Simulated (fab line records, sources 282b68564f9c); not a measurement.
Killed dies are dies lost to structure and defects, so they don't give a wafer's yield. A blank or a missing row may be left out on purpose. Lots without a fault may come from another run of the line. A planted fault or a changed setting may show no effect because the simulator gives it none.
Which tool did it? | flow rit_cmos | 13 lots, 39 wafers sampled, at 5 steps of a route of 202

WHAT THE GAUGES READ, wafer by wafer
RIT_FOX1_THK_MEAS_01. Usual: FOX1_OXIDE_THK 348 nm, standard deviation 6.3.
lot  | measured    | on            | FOX1_OXIDE_THK (nm) | flag
L943 | day 1 17:38 | film_metro-04 | 335 341 344         |
L944 | day 1 21:49 | film_metro-03 | 350 348 346         |
L945 | day 2 04:23 | film_metro-02 | 345 352 338         |
L946 | day 2 08:29 | film_metro-02 | 354 349 355         |
L947 | day 2 14:40 | film_metro-02 | 334 335 340         |
L948 | day 2 18:00 | film_metro-04 | 358 361 356         |
L949 | day 2 23:35 | film_metro-04 | 350 346 342         |
L950 | day 3 03:59 | film_metro-04 | 346 348 349         |
L952 | day 3 15:44 | film_metro-04 | 351 352 349         |
L955 | day 4 09:48 | film_metro-02 | 350 351 350         |
L956 | day 4 15:26 | film_metro-04 | 348 341 347         |
L963 | day 5 21:31 | film_metro-04 | 333 338 333         |
L966 | day 6 12:53 | film_metro-02 | 353 350 351         |

RIT_PLDD_OVL_MEAS_06. Usual: PLDD_OVL 0.6 nm, standard deviation 1.6.
lot  | measured    | on         | PLDD_OVL (nm) | flag
L943 | day 2 18:52 | overlay-01 | 0.7 -0.7 -1.0 |
L944 | day 2 23:07 | overlay-01 | 0.4 -1.2 -1.1 |
L945 | day 3 06:19 | overlay-01 | 1.6 3.4 -0.6  |
L946 | day 3 10:39 | overlay-01 | 2.4 1.4 1.8   |
L947 | day 3 17:00 | overlay-01 | -2.0 1.6 0.7  |
L948 | day 3 20:45 | overlay-01 | 0.2 1.9 0.5   |
L949 | day 4 02:04 | overlay-02 | -1.7 0.6 -2.3 |
L950 | day 4 06:14 | overlay-01 | 2.7 2.1 4.4   |
L952 | day 4 23:30 | overlay-01 | 1.0 2.5 2.3   |
L955 | day 5 16:11 | overlay-02 | -1.9 -2.1 0.8 |
L956 | day 5 20:28 | overlay-01 | 0.9 2.6 1.4   |
L963 | day 6 23:03 | overlay-02 | 0.1 -2.0 -0.8 |
L966 | day 7 17:44 | overlay-01 | 1.0 -0.1 0.1  |

RIT_PLDD_TW_MEAS_10. Usual: PLDD_TW 2304, standard deviation 30.
lot  | measured    | on            | PLDD_TW        | flag
L943 | day 2 19:23 | film_metro-04 | 2344 2340 2353 |
L944 | day 2 23:38 | film_metro-01 | 2294 2300 2306 |
L945 | day 3 06:50 | film_metro-04 | 2351 2374 2367 |
L946 | day 3 11:10 | film_metro-01 | 2293 2298 2286 |
L947 | day 3 17:41 | film_metro-01 | 2284 2286 2288 |
L948 | day 3 21:16 | film_metro-01 | 2291 2287 2290 |
L949 | day 4 02:35 | film_metro-01 | 2306 2302 2308 |
L950 | day 4 06:44 | film_metro-01 | 2314 2302 2298 |
L952 | day 5 00:01 | film_metro-02 | 2329 2335 2329 |
L955 | day 5 16:42 | film_metro-01 | 2114 2114 2124 | OFF
L956 | day 5 21:00 | film_metro-01 | 2125 2121 2126 | OFF
L963 | day 6 23:34 | film_metro-01 | 2267 2277 2271 |
L966 | day 7 18:14 | film_metro-01 | 2284 2295 2281 |

RIT_SDANNEAL_RS_MEAS_06: measures by four-point-probe. Usual: PLDD_RS 178.4 ohm/sq, standard deviation 0.54.
lot  | measured    | on            | PLDD_RS (ohm/sq)  | flag
L943 | day 3 01:30 | film_metro-04 | 177.7 177.5 177.7 |
L944 | day 3 06:07 | film_metro-04 | 178.2 177.9 177.7 |
L945 | day 3 12:56 | film_metro-04 | 177.3 176.8 176.8 |
L946 | day 3 17:24 | film_metro-04 | 178.1 178.2 178.2 |
L947 | day 4 00:04 | film_metro-04 | 178.2 178.3 178.2 |
L948 | day 4 04:37 | film_metro-01 | 178.7 178.3 178.4 |
L949 | day 4 08:58 | film_metro-04 | 178.8 178.7 178.1 |
L950 | day 4 12:56 | film_metro-01 | 178.9 178.8 179.1 |
L952 | day 5 06:08 | film_metro-02 | 178.5 179.0 178.4 |
L955 | day 5 23:17 | film_metro-04 | 196.0 195.8 195.8 | OFF
L956 | day 6 04:40 | film_metro-01 | 197.2 197.4 197.2 | OFF
L963 | day 7 05:46 | film_metro-02 | 178.6 178.6 178.9 |
L966 | day 8 00:30 | film_metro-01 | 178.9 178.2 178.5 |

WHICH TOOL RAN EACH LOT (tool, then ch and the chambers of the sampled wafers, then the start)
lot  | RIT_PLDD_IMPLANT_08
L943 | implanter-03 ch 0, day 2 19:03
L944 | implanter-03 ch 0, day 2 23:19
L945 | implanter-04 ch 0, day 3 06:32
L946 | implanter-03 ch 0, day 3 10:52
L947 | implanter-04 ch 0, day 3 17:22
L948 | implanter-01 ch 0, day 3 20:58
L949 | implanter-03 ch 0, day 4 02:19
L950 | implanter-04 ch 0, day 4 06:25
L952 | implanter-01 ch 0, day 4 23:41
L955 | implanter-04 ch 0, day 5 16:23
L956 | implanter-04 ch 0, day 5 20:41
L963 | implanter-01 ch 0, day 6 23:16
L966 | implanter-03 ch 0, day 7 17:56
- RIT_PLDD_IMPLANT_08

WHAT THE TOOLS THEMSELVES READ (means of the sampled wafers that have a number; where no wafer has one, the mark that the record gives instead)
RIT_PLDD_IMPLANT_08. Usual: beam_energy_keV 20.000, standard deviation 0.0058.
lot  | tool         | beam_energy_keV | flag
L943 | implanter-03 | 20.007          |
L944 | implanter-03 | 19.997          |
L945 | implanter-04 | 19.999          |
L946 | implanter-03 | 19.994          |
L947 | implanter-04 | 20.001          |
L948 | implanter-01 | 19.999          |
L949 | implanter-03 | 20.002          |
L950 | implanter-04 | 20.001          |
L952 | implanter-01 | 19.996          |
L955 | implanter-04 | 15.178          | OFF
L956 | implanter-04 | 15.179          | OFF
L963 | implanter-01 | 20.008          |
L966 | implanter-03 | 19.996          |

THE ANSWER, worked out from the rows above alone
Rule: a lot is off if the mean of its wafers that have a number lies more than 3 standard deviations from the usual mean. A lot without any number at a reading at which 4 lots or more have one is off too. The other lots that the step has rows for count as sound. The gauges are gone through in route order, then the tools' own readings, and for those a lot's mean is taken as printed above. The first step at which some lot is off is used, and at that step the reading that is off furthest; a lot without a number counts as furthest.
Off: L955, L956, at RIT_PLDD_TW_MEAS_10 (PLDD_TW).
A tool fits if, at a process step before that reading, it ran every lot that is off, and no sound lot after the first of them. The gauges at RIT_PLDD_TW_MEAS_10 aren't tried: what is off there is off at RIT_PLDD_IMPLANT_08 too, on other tools, and a gauge's error can't cause that. One fits: implanter-04 at RIT_PLDD_IMPLANT_08. Its last sound lot is L950 (day 4 06:25), its first lot that is off L955 (day 5 16:23): a fault that began between those two fits.
The tool's own readings at RIT_PLDD_IMPLANT_08 bear it out: on the lots that are off they differ by more than 5 times the standard deviation of the sound lots' means. beam_energy_keV reads 15.178 there against 20.000 on the sound lots.

WHAT THE SIMULATOR HAD PUT IN
Process parameter drift: implanter-04, from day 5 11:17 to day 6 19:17, at RIT_PLDD_IMPLANT_08. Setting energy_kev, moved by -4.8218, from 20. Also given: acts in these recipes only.
Lots struck among those shown: L955, L956. The rule above found the same.
